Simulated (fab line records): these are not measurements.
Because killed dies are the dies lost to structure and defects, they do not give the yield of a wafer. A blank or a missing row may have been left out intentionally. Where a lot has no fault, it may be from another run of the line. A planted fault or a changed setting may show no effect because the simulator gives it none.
The tool behind it: which one? | flow berkeley_cmos170 | at 1 step of a route of 331, 7 lots with 21 wafers sampled

## WHAT THE GAUGES READ, wafer by wafer
UCB170_FIELD_THK_MEAS_90.
lot  | measured    | on            | FIELD_OXIDE_LEFT_1_THK (nm)
L825 | day 5 16:29 | film_metro-03 | 435 442 441
L829 | day 7 01:53 | film_metro-01 | 431 432 437
L832 | day 7 12:53 | film_metro-04 | 439 442 438
L835 | day 7 12:57 | film_metro-03 | 440 436 433
L838 | day 8 15:05 | film_metro-04 | 422 437 435
L841 | day 9 06:16 | film_metro-03 | 434 438 438
L843 | day 9 16:53 | film_metro-01 | 444 441 434

## TOOL THAT RAN EACH LOT (tool first, then ch and the chambers of the sampled wafers, then the start)
There is no process step in the record ahead of these readings.

## THE ANSWER, worked out from the rows above alone
Rule: what is usual is taken from the lots themselves. The widest of any qualifying gaps counts: lots, ordered by their means at a reading, are off when they make up no more than a third of the lots, leave a main group of 4 or more, and stand apart from it by 3 or more times the standard deviation of that group's means. A main group is skipped when, at the precision printed for the reading in the tables above, its means are all equal. A lot without any number at a reading at which 4 lots or more have one is off too. Any other lot the step has rows for is counted as sound.
No lot is off at any reading shown: from this, nothing can be told.

## WHAT HAD BEEN PUT IN BY THE SIMULATOR
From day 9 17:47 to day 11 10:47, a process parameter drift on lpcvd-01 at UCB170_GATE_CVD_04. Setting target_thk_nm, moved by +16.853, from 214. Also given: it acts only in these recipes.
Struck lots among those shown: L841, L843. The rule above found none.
